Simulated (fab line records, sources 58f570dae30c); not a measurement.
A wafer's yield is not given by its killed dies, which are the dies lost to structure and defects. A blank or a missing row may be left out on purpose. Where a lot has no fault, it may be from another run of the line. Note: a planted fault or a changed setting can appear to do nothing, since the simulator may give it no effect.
Comparing a struck lot with a sound one ; flow berkeley-cmos170 ; 16 steps out of a route of 331
Sound: the wafers L416.2, L416.3, L416.4. Wafers L427.2, L427.3, L427.6 were the ones struck. Last of all comes the cause.
Order at every step that has rows: each side's tool, ch and its chambers, its first start. Under that, the readings that differ: sound wafers ; struck wafers ; difference of the means ; sigmas: that difference in standard deviations of wafers without a fault.
alike: readings with means less than 2 such deviations apart, plus words and numbers identical on both sides. not compared: withheld readings, readings lacking a value on some wafer, bounds such as >300 that could conceal the same value, and numbers that have no deviation in the record and whose values overlap.
A row with sigmas, a row that says differs or no value, or rows on one side alone: a step with any of these is where the two part. When numbers do not overlap yet have no deviation, they are printed without sigmas and do not part them. A reading that every wafer of one side lacks parts them only if that side has two wafers or more.

first, 2 steps without rows for these wafers: UCB170_V2_PEB_10; UCB170_V2_DEVELOP_11 (develop time 45 s).
UCB170_V2_CD_MEAS_12: target cd 700 nm.
  struck on cd-sem-02, day 13 02:22; sound on cd-sem-01, day 10 03:42
  alike: cd-nm
UCB170_V2_OVL_MEAS_13:
  struck on overlay-02, day 13 02:28; sound on overlay-01, day 10 03:48
  alike: V2_OVL
UCB170_V2_ETCH_14: etches SiO2 in CHF3/CF4/Ar, stops on Al, target depth 1250 nm, time 291 s.
  sound on rie-diel-01 ch 0,1,3, day 10 03:50; struck on rie-diel-01 ch 0,1,2, day 13 02:30
  alike: chamber-pressure-mTorr, drypump-motor-current-A, oes-product-au, throttle-valve-pct
  not compared: rf-hours-counter-h
UCB170_V2_STRIP_15: strips in O2.
  sound on plasma-asher-04 ch 0,1, day 10 04:01; struck on plasma-asher-04 ch 0,1, day 13 02:41
  alike: chamber-pressure-mTorr, drypump-motor-current-A, oes-product-au, strip-time-to-endpoint-s
  not compared: rf-hours-counter-h
UCB170_V2_CD_MEAS_90: target cd 700 nm.
  struck on cd-sem-02, day 13 02:48; sound on cd-sem-01, day 10 04:08
  alike: cd-nm
then, 1 step without rows for these wafers: UCB170_M3_PRE_CLEAN_00 (preclean etch time 60 s).
UCB170_M3_SPUTTER_01: material Al, target thk 900 nm, time 120 s.
  struck on pvd-sputter-02, day 13 02:58; sound on pvd-sputter-01, day 10 04:18
  alike: throttle-valve-pct
UCB170_M3_RS_MEAS_02: the measuring method here is four-point-probe.
  struck on film-metro-03, day 13 03:05; sound on film-metro-03, day 10 04:24
  alike: M3_AL_RS
UCB170_M3_THK_MEAS_03: measures by xrf.
  struck on film-metro-03, day 13 03:11; sound on film-metro-03, day 10 04:31
  alike: M3_AL_THK
then, 1 step without rows for these wafers: UCB170_M3_HMDS_04 (prime time 60 s).
UCB170_M3_COAT_05: resist thk 900 nm.
  sound on litho-track-02 ch 0, day 10 04:44; struck on litho-track-02 ch 0, day 13 04:36
reading;sound;struck;difference;sigmas
exhaust-pa (Pa);45.4 46.8 45.0;44.2 43.2 43.7;-2.0;-2
model.KrF_of_M3_COAT_05.thk-nm (nm);901.9 900.5 900.4;934.5 936.1 935.6;+34.5;
  alike: dispense-pressure-kPa
then, 1 step without rows for these wafers: UCB170_M3_SOFTBAKE_06 (time 60 s).
UCB170_M3_STRIP_07: strips in O2.
  sound on plasma-asher-02 ch 0,1, day 10 05:01; struck on plasma-asher-03 ch 1, day 13 04:52
reading;sound;struck;difference;sigmas
strip-time-to-endpoint-s (s);22.01 21.97 21.97;22.81 22.83 22.82;+0.84;+13
  alike: chamber-pressure-mTorr, drypump-motor-current-A, oes-product-au
  not compared: rf-hours-counter-h
then, 1 step without rows for these wafers: UCB170_M3_STRIP_08 (strips KrF in DMSO, time 600 s).

== WHERE THEY PART ==
At UCB170_M3_COAT_05 first; at UCB170_M3_STRIP_07 last (within this record only).

WHY: the cause the simulator had injected
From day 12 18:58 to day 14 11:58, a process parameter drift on litho-track-02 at UCB170_M3_COAT_05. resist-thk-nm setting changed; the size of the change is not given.
